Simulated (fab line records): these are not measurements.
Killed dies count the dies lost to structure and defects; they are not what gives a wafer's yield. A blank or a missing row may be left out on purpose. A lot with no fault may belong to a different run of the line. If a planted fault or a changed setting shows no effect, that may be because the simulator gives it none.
Chamber matching | flow berkeley cmos170 | 4 sister chambers for UCB170_GATE_ETCH_14 on rie diel-03
The step etches BARC in N2/H2. 8 wafers are shown with their chamber, then 9 later ones without.

== WAFERS, EACH WITH ITS CHAMBER ==
wafer  | chamber | drypump motor current A (A) | throttle valve pct (%)
L075.6 | 0       | 6.3                         | 13.48
L083.1 | 0       | 6.4                         | 13.51
L083.6 | 3       | 4.9                         | 13.21
L087.4 | 1       | 4.9                         | 13.12
L087.6 | 2       | 6.6                         | 13.25
L089.3 | 2       | 6.6                         | 13.24
L089.4 | 1       | 4.9                         | 13.13
L089.6 | 3       | 4.9                         | 13.21

== WAFERS WITHOUT THEIR CHAMBER ==
wafer  | drypump motor current A (A) | throttle valve pct (%)
L091.3 | 5.0                         | 13.12
L091.4 | 6.6                         | 13.25
L091.5 | 4.9                         | 13.23
L093.1 | 6.3                         | 13.48
L093.3 | 6.6                         | 13.23
L093.5 | 6.6                         | 13.23
L095.1 | 6.6                         | 13.22
L095.5 | 4.9                         | 13.22
L095.6 | 6.6                         | 13.25

== CHAMBER TAKEN BY EACH ==
wafer  | from the rows above | in truth
L091.3 | 1                   | 1
L091.4 | 2                   | 2
L091.5 | 3                   | 3
L093.1 | 0                   | 0
L093.3 | 2                   | 2
L093.5 | 2                   | 2
L095.1 | 2                   | 2
L095.5 | 3                   | 3
L095.6 | 2                   | 2
9 of 9 placed correctly. From these rows, 0 cannot be placed. 0 placed wrongly.
How it was worked out, from the rows above alone: a wafer's distance from a chamber is the root of the sum, over the readings, of the square of ((its reading less the chamber's mean) divided by the reading's scatter). The wafer belongs to the nearest chamber; if the next one is less than 2 further off, it can't be placed. Each chamber's mean is taken over the wafers shown for it. The scatter is the square root of a quotient: the sum, over the shown wafers, of each reading's squared deviation from its chamber's mean, divided by wafers minus chambers.
